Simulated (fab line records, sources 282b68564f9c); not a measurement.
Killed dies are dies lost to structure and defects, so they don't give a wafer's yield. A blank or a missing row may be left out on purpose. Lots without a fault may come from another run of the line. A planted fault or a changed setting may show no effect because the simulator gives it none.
Tool commonality check | flow rit_cmos | 12 lots, 36 wafers sampled

WHY IT WAS OPENED
At RIT_NRETRO_OVL_MEAS_06 the reading NRETRO_OVL is flagged on 2 of 12 lots. Wafers without a fault read -0.1 nm, standard deviation 1.3.
Rule: a lot is flagged when every wafer of it that has a number lies more than 4 standard deviations from that mean, or none has a number. The other lots count as sound.

lot  | measured    | on         | NRETRO_OVL (nm), wafer by wafer | flag
L978 | day 2 08:04 | overlay-01 | 0.5 0.5 -1.1                    |
L979 | day 2 15:32 | overlay-01 | -1.9 -1.1 -2.6                  |
L982 | day 3 03:00 | overlay-01 | 1.6 1.8 0.9                     |
L986 | day 4 04:58 | overlay-02 | 420.8 420.5 420.2               | FLAGGED
L989 | day 4 17:59 | overlay-01 | 419.6 420.1 420.0               | FLAGGED
L990 | day 4 19:10 | overlay-02 | -2.1 0.9 -2.3                   |
L991 | day 5 00:26 | overlay-02 | -0.4 -2.1 -2.4                  |
L992 | day 5 07:29 | overlay-02 | -1.1 -0.7 -0.3                  |
L995 | day 5 22:12 | overlay-02 | 1.2 -1.4 -1.3                   |
L996 | day 6 01:19 | overlay-01 | 0.6 1.6 -0.9                    |
L100 | day 6 23:52 | overlay-02 | 1.4 0.8 2.0                     |
L101 | day 7 06:10 | overlay-01 | 0.6 -1.2 -0.3                   |
The numbers of the flagged lots are 420.2 nm on average: +420.3 nm against the usual, or +99 or more standard deviations.

WHICH TOOL RAN EACH LOT
The record holds 1 process step before the reading, out of a route of 202 steps. In each cell: the tool, then ch and the chambers that the sampled wafers went through, then the start.
lot  | flag    | RIT_NRETRO_EXPOSE_03
L978 |         | iline_stepper-02 ch 0, day 2 07:40
L979 |         | iline_stepper-01 ch 0, day 2 15:07
L982 |         | iline_stepper-02 ch 0, day 3 02:34
L986 | FLAGGED | iline_stepper-01 ch 0, day 4 04:34
L989 | FLAGGED | iline_stepper-01 ch 0, day 4 17:29
L990 |         | iline_stepper-02 ch 0, day 4 18:46
L991 |         | iline_stepper-02 ch 0, day 5 00:01
L992 |         | iline_stepper-02 ch 0, day 5 07:04
L995 |         | iline_stepper-02 ch 0, day 5 21:48
L996 |         | iline_stepper-02 ch 0, day 6 00:53
L100 |         | iline_stepper-02 ch 0, day 6 23:26
L101 |         | iline_stepper-02 ch 0, day 7 05:44
What these steps do:
- RIT_NRETRO_EXPOSE_03: exposes mask M4, target cd 43900 nm.
- RIT_NRETRO_OVL_MEAS_06

FLAGGED OVER TOTAL, TOOL BY TOOL (the gauges that took the reading come last)
step                   | tool             | lots run | flagged | share of the flagged lots | sound lots run after its first flagged lot
RIT_NRETRO_EXPOSE_03   | iline_stepper-01 | 3        | 2       | all                       | 0
RIT_NRETRO_EXPOSE_03   | iline_stepper-02 | 9        | 0       | none                      | -
RIT_NRETRO_OVL_MEAS_06 | overlay-01       | 6        | 1       | some                      | 2 (L996,L101)
RIT_NRETRO_OVL_MEAS_06 | overlay-02       | 6        | 1       | some                      | 5 (L990,L991,L992,L995,L100)

WHAT THE TABLE ALLOWS
1 row of the table ran every flagged lot: iline_stepper-01 at RIT_NRETRO_EXPOSE_03.
- iline_stepper-01 at RIT_NRETRO_EXPOSE_03: 2 of its 3 lots flagged. Its last sound lot is L979 (day 2 15:07), its first flagged lot L986 (day 4 04:34): a fault that began between those two fits.
One tool is left: iline_stepper-01 at RIT_NRETRO_EXPOSE_03.

WHAT THE SIMULATOR HAD PUT IN
Scanner matching overlay: iline_stepper-01, from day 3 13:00 on, at RIT_NRETRO_EXPOSE_03. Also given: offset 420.
Lots struck among those shown: L986, L989. The rule above found the same.
